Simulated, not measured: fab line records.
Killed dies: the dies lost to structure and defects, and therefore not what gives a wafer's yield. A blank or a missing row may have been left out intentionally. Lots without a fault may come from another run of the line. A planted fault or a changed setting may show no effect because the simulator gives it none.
A struck lot beside a sound one	flow rit_cmos	14 out of 202 route steps
Sound: the wafers L170.1, L170.3, L170.6. The struck wafers were L176.1, L176.3, L176.4. At the end, the cause is stated.
Order at every step that has rows: each side's tool, ch and its chambers, its first start. Under that, the readings that differ: sound wafers	struck wafers	difference of the means	sigmas: that difference in standard deviations of wafers without a fault.
alike: words and numbers the same on both sides, and readings whose means are apart by under 2 such deviations; not compared: readings that were withheld, readings missing a value for some wafer, numbers with overlapping values and no deviation given by the record, and bounds like >300 which may hide the same value.
Wherever a step has rows on one side only, a row that says differs or no value, or a row with sigmas, the two part there. Numbers that have no deviation but don't overlap get no sigmas and don't part them. A reading that every wafer of one side lacks parts them only if that side has two wafers or more.

first, 3 steps without rows for these wafers: RIT_NLDD_EXPOSE_03 (exposes mask M7, target cd 40700 nm); RIT_NLDD_PEB_04; RIT_NLDD_DEVELOP_05 (develop time 50 s).
RIT_NLDD_OVL_MEAS_06:
  sound on overlay-01, day 2 18:10; struck on overlay-02, day 4 06:07
  alike: NLDD_OVL
then, 2 steps without rows for these wafers: RIT_NLDD_HARDBAKE_07 (time 60 s); RIT_NLDD_IMPLANT_08.
RIT_NLDD_STRIP_09: strips in O2, time 180 s.
  sound on plasma_asher-01 ch 0,1, day 2 18:34; struck on plasma_asher-04 ch 0,1, day 4 06:27
  alike: drypump_motor_current_A
  not compared: rf_hours_counter_h
RIT_NLDD_TW_MEAS_10:
  sound on film_metro-01, day 2 18:44; struck on film_metro-02, day 4 06:37
  alike: NLDD_TW
then, 4 steps without rows for these wafers: RIT_PLDD_HMDS_00 (prime time 60 s); RIT_PLDD_COAT_01 (resist thk 1000 nm); RIT_PLDD_SOFTBAKE_02 (time 60 s); RIT_PLDD_EXPOSE_03 (exposes mask M8, target cd 40900 nm).
RIT_PLDD_PEB_04:
  struck on litho_track-03, day 4 07:22; sound on litho_track-02 ch 0, day 2 19:22
reading	sound	struck	difference	sigmas
exhaust_pa (Pa)	44.4 44.6 43.8	- - -	no value on the struck wafers	
  not compared: chill_plate_temp_C
then, 1 step without rows for these wafers: RIT_PLDD_DEVELOP_05 (develop time 50 s).

WHERE THEY PART
RIT_PLDD_PEB_04 only, going by this record.

WHY: the cause the simulator had injected
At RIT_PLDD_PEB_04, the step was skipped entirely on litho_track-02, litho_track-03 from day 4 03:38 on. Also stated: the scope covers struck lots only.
